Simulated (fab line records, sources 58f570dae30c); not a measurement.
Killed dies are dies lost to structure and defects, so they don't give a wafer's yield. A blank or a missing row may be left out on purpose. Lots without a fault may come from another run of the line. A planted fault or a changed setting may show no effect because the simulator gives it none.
fab line records | flow berkeley_cmos170
record lots=14 wafers=42 last_day=13
route steps=331 shown PSD@183
lots that met no fault: from a run of the same line without faults
start_h: hours from the record's first day to the start of the lot's first wafer shown | wait_h: hours since the lot's step before | " the same as in the row above | L1.1+2: a row that stands for several wafers | - no value, or no start given | * or withheld: withheld | < > ~ a bound
route shown NAME@n: a module of which the file shows steps, and the number in the route of the first | usual: mean/standard deviation of fault-free wafers | same: alike in all rows | chamber/n: place in a boat | sites: the reading at each site | _std_site: their standard deviation | _edge_site: outer sites' mean less inner sites' | radius_mm: how far each site lies from the wafer's centre | mask NAME#n: copy n | behind: the tool/chamber that last shaped the wafer | hold: why the lot was held/for how many hours/how that ended | device: the transistor (n, p or np) that didn't switch | end of line: the same wafers' tests at the end of the route | a step without rows: its recipe alone | killed: dies lost to structure and defects at the first sort, not the wafer's yield | map: a wafer's dies, x killed, . not, _ none there
set.NAME: the setting as run; set.NAME@STEP: as run at that earlier step | model.NAME: the simulator's own value behind a step, which no gauge read
steps of the route over a sample of lots; a table a step, a row a wafer
services: from which hour (start_h, from the record's first day; less than 0 if before it) a tool's chamber was out of use, for how many hours, and why
## steps
# step UCB170_PSD_IMPLANT_08
# recipe species=B dose_cm2=3e+15 energy_kev=20 tilt_deg=7
# usual beam_on_s=9.98/0.18 dose_ions_cm2=3e+15/3.4e+12
# columns lot.wafer tool chamber start_h wait_h beam_on_s dose_ions_cm2
L491.3 implanter-02 0 154.24 0.1 9.80 3.002e+15
L491.5 " 0 " " 9.82 3.006e+15
L491.6 " 0 " " 10.16 3.001e+15
L492.1 implanter-03 0 154.38 0.0 10.03 3.006e+15
L492.5 " 0 " " 9.97 3.004e+15
L492.6 " 0 " " 10.06 3.004e+15
L493.4 implanter-04 0 178.00 0.1 10.12 3.004e+15
L493.5 " 0 " " 9.97 3.001e+15
L493.6 " 0 " " 9.80 3.005e+15
L494.1 implanter-02 0 178.25 0.0 9.76 2.999e+15
L494.2 " 0 " " 10.14 3.002e+15
L494.6 " 0 " " 10.22 3.001e+15
L496.1 implanter-03 0 178.53 0.0 10.09 3.003e+15
L496.3 " 0 " " 9.86 3.002e+15
L496.6 " 0 " " 9.91 2.996e+15
L495.1 implanter-04 0 179.10 0.0 9.82 2.998e+15
L495.3 " 0 " " 10.27 2.999e+15
L495.5 " 0 " " 9.80 3.004e+15
L498.2 implanter-02 0 197.05 0.0 9.96 3.002e+15
L498.3 " 0 " " 10.09 3.002e+15
L498.6 " 0 " " 10.14 3.003e+15
L499.1 implanter-02 0 197.30 0.0 9.79 2.999e+15
L499.3 " 0 " " 10.05 2.996e+15
L499.6 " 0 " " 10.04 3.005e+15
L497.2 implanter-03 0 197.53 0.0 9.66 3.003e+15
L497.4 " 0 " " 10.07 3.004e+15
L497.6 " 0 " " 10.00 3.004e+15
L503.2 implanter-03 0 218.97 0.0 10.01 3e+15
L503.3 " 0 " " 9.93 3.001e+15
L503.6 " 0 " " 9.76 2.999e+15
L509.1 implanter-04 0 256.83 0.0 9.99 2.999e+15
L509.2 " 0 " " 9.65 2.998e+15
L509.6 " 0 " " 10.09 3.002e+15
L512.2 implanter-03 0 283.58 0.0 10.22 3.041e+15
L512.4 " 0 " " 9.92 3.041e+15
L512.6 " 0 " " 10.21 3.038e+15
L513.2 implanter-04 0 283.85 0.0 10.23 2.994e+15
L513.4 " 0 " " 10.08 2.996e+15
L513.6 " 0 " " 9.90 2.996e+15
L511.2 implanter-03 0 283.90 0.0 9.85 3.037e+15
L511.3 " 0 " " 10.10 3.032e+15
L511.6 " 0 " " 9.85 3.038e+15
# step UCB170_PSD_STRIP_09
# recipe chemistry=O2 power_w=400 pressure_mtorr=3500 platen_temp_c=withheld o2_flow_sccm=400 overash_fraction=0.5
# usual drypump_motor_current_A=6.05/0.25 oes_product_au=0.599/0.0048 strip_time_to_endpoint_s=29.36/0.056
# columns lot.wafer tool chamber start_h wait_h drypump_motor_current_A oes_product_au rf_hours_counter_h strip_time_to_endpoint_s
L491.3 plasma_asher-04 1 154.37 0.1 5.74 0.601 - 29.44
L491.5 " 0 " " 6.37 0.600 - 29.37
L491.6 " 1 " " 5.73 0.601 - 29.43
L492.1 plasma_asher-02 0 154.53 0.1 6.45 0.594 44 29.46
L492.5 " 1 " " 5.89 0.602 - 29.39
L492.6 " 0 " " 6.41 0.590 - 29.42
L493.4 plasma_asher-04 1 178.10 0.1 5.75 0.605 - 29.39
L493.5 " 0 " " 6.35 0.595 - 29.33
L493.6 " 1 " " 5.77 0.597 - 29.30
L494.1 plasma_asher-02 1 178.40 0.1 5.89 0.601 45 29.35
L494.2 " 0 " " 6.38 0.599 45 29.39
L494.6 " 0 " " 6.37 0.603 - 29.48
L496.1 plasma_asher-03 0 178.68 0.1 5.97 0.598 42 29.35
L496.3 " 1 " " 5.96 0.597 - 29.42
L496.6 " 0 " " 5.96 0.607 - 29.38
L495.1 plasma_asher-03 0 179.25 0.1 5.95 0.602 43 29.32
L495.3 " 0 " " 5.96 0.597 - 29.33
L495.5 " 1 " " 5.97 0.597 - 29.30
L498.2 plasma_asher-03 1 197.17 0.1 5.97 0.599 44 29.49
L498.3 " 0 " " 5.95 0.607 - 29.30
L498.6 " 0 " " 5.96 0.599 - 29.40
L499.1 plasma_asher-04 1 197.45 0.1 5.72 0.600 47 29.46
L499.3 " 1 " " 5.74 0.602 - 29.48
L499.6 " 1 " " 5.73 0.603 - 29.41
L497.2 plasma_asher-02 0 197.65 0.1 6.42 0.597 47 29.36
L497.4 " 1 " " 5.89 0.601 - 29.39
L497.6 " 1 " " 5.91 0.606 - 29.33
L503.2 plasma_asher-03 1 219.09 0.1 5.95 0.595 47 29.42
L503.3 " 1 " " 5.97 0.604 - 29.42
L503.6 " 0 " " 5.96 0.606 - 29.34
L509.1 plasma_asher-04 1 256.98 0.1 5.73 0.600 53 29.28
L509.2 " 0 " " 6.35 0.598 53 29.38
L509.6 " 0 " " 6.38 0.599 - 29.25
L512.2 plasma_asher-04 1 283.70 0.1 5.76 0.603 56 29.54
L512.4 " 0 " " 6.37 0.606 - 29.44
L512.6 " 0 " " 6.40 0.589 - 29.50
L513.2 plasma_asher-02 0 283.98 0.1 6.40 0.598 54 29.44
L513.4 " 0 " " 6.38 0.591 - 29.29
L513.6 " 1 " " 5.87 0.602 - 29.36
L511.2 plasma_asher-04 1 284.03 0.1 5.73 0.600 56 29.54
L511.3 " 1 " " 5.72 0.596 - 29.58
L511.6 " 0 " " 6.37 0.595 - 29.55
## services
# columns tool chamber start_h hours kind
implanter-04 - 153.79 4.0 repair
plasma_asher-02 - 159.91 15.6 pm
implanter-02 - 162.15 3.7 repair
implanter-02 - 166.51 4.5 pm
implanter-02 - 179.56 6.7 repair
implanter-04 - 195.30 4.4 pm
plasma_asher-02 - 207.04 11.3 repair
plasma_asher-03 - 232.69 2.1 repair
implanter-03 - 241.07 4.4 pm
plasma_asher-03 - 243.55 7.9 repair
## key
first_sign step=UCB170_PSD_IMPLANT_08 reading=dose_ions_cm2 direction=up sigmas=11 usual=3e+15 struck=3.038e+15
effect step=UCB170_PSD_STRIP_09 reading=strip_time_to_endpoint_s direction=up sigmas=2.8 usual=* struck=*
met_at UCB170_PSD_IMPLANT_08
struck_lots L511,L512
tester_left_out L511,L512
onset_between 218.97 283.58
fault kind=process_parameter_drift tool=implanter-03 chamber=- onset_h=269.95 steps=UCB170_PSD_IMPLANT_08 channel=dose_cm2 offset=3.8669e+13 shape=step end_h=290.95 acts_in=these_recipes_only stated=3e+15
# tester_left_out: of these lots the tester's yield and bins aren't shown, on N5 and GAA mostly nor the transistor test; their killed dies are dies lost to structure and defects alone, not to doping, threshold or leakage, so they don't give the yield
